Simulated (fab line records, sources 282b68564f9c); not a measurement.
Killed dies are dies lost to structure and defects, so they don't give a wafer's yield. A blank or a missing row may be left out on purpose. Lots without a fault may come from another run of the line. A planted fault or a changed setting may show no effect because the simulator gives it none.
Split-lot experiment | flow rit_cmos | 5 lots, 23 wafers read, on a route of 202 steps

THE SPLIT
At RIT_SILICIDE_SPUTTER_01 (material Ti, target thk 30 nm, time 240 s), the setting time_s was moved away from the recipe's 240 s on 6 of the 23 wafers read, by +10.9% to +11.3%. The other wafers ran this setting at the recipe's value.

FROM THE SPLIT TO THE READING: what the file shows between them, 1 step
- RIT_SILICIDE_RS_MEAS_02: measures by four-point-probe

THE READING
SILICIDE_TI_THK, in nm, at RIT_SILICIDE_THK_MEAS_03 (measures by xrf). Fault-free wafers of this fab line usually give 30.1 nm, standard deviation 0.32 nm.

wafer  | tool, chamber at the split | time_s as run, s | against the recipe | SILICIDE_TI_THK, nm | against lot-mates on the recipe
L074.1 | pvd_sputter-03, -          | 240              | recipe             | 30.0                | -
L074.3 | pvd_sputter-03, -          | 240              | recipe             | 29.7                | -
L074.4 | pvd_sputter-03, -          | 240              | recipe             | 30.3                | -
L074.5 | pvd_sputter-03, -          | 240              | recipe             | 29.6                | -
L074.6 | pvd_sputter-03, -          | 240              | recipe             | 29.9                | -
L076.1 | pvd_sputter-03, -          | 240              | recipe             | 29.9                | -
L076.2 | pvd_sputter-03, -          | 240              | recipe             | 30.0                | -
L076.4 | pvd_sputter-03, -          | 240              | recipe             | 29.8                | -
L076.5 | pvd_sputter-03, -          | 240              | recipe             | 29.7                | -
L076.6 | pvd_sputter-03, -          | 240              | recipe             | 30.3                | -
L077.1 | pvd_sputter-02, -          | 240              | recipe             | 30.6                | -
L077.3 | pvd_sputter-02, -          | 267.2            | +11.3%             | 33.9                | +3.3
L077.4 | pvd_sputter-02, -          | 267.2            | +11.3%             | 33.9                | +3.3
L077.5 | pvd_sputter-02, -          | 267.2            | +11.3%             | 34.1                | +3.6
L077.6 | pvd_sputter-02, -          | 240              | recipe             | 30.5                | -
L078.1 | pvd_sputter-03, -          | 240              | recipe             | 30.3                | -
L078.3 | pvd_sputter-03, -          | 240              | recipe             | 29.7                | -
L078.6 | pvd_sputter-03, -          | 240              | recipe             | 30.0                | -
L079.1 | pvd_sputter-02, -          | 240              | recipe             | 30.2                | -
L079.2 | pvd_sputter-02, -          | 266.1            | +10.9%             | 33.5                | +3.3
L079.3 | pvd_sputter-02, -          | 240              | recipe             | 30.2                | -
L079.4 | pvd_sputter-02, -          | 266.1            | +10.9%             | 33.2                | +3.0
L079.5 | pvd_sputter-02, -          | 266.1            | +10.9%             | 33.4                | +3.2

THE FIT
A straight line over all 23 wafers: SILICIDE_TI_THK changes by +0.327 nm for each +1% of time_s; r = +0.98; the points scatter about the line by 0.29 nm.
The same after taking each lot's own level away (the mean of its wafers on the recipe; 23 wafers): +0.297 nm for each +1%; r = +0.99; scatter 0.19 nm.
On that fit, the largest move of time_s shifts the reading by 3.4 nm.
The lots' own levels span 29.90 to 30.55 nm, that is 2.0 times the standard deviation above.
So the lot-to-lot level changes the slope: the two fits differ.
Check: with one of the wafers moved furthest among these (+11.3%) left out of the fit, the line predicts +3.36 nm for it against its lot-mates. It came out at +3.35 nm against them.

THE WHOLE CHAIN: every reading that the file lists as answering this split, in the file's order
step                     | what it does                              | reading                                                                           | change (the file's fit)               | r (the file's)
RIT_SILICIDE_SPUTTER_01  | material Ti, target thk 30 nm, time 240 s | Ti_of_SILICIDE_SPUTTER_01.thk_nm (the simulator's own value, which no gauge read) | +0.291 nm for each +1% of the setting | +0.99
RIT_SILICIDE_RS_MEAS_02  | measures by four-point-probe              | SILICIDE_TI_RS                                                                    | -0.507 for each +1% of the setting    | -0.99
RIT_SILICIDE_THK_MEAS_03 | measures by xrf                           | SILICIDE_TI_THK                                                                   | +0.295 for each +1% of the setting    | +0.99

THE FILE'S OWN FIT
SILICIDE_TI_THK changes by +0.295 nm for each +1% of time_s, r = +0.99.
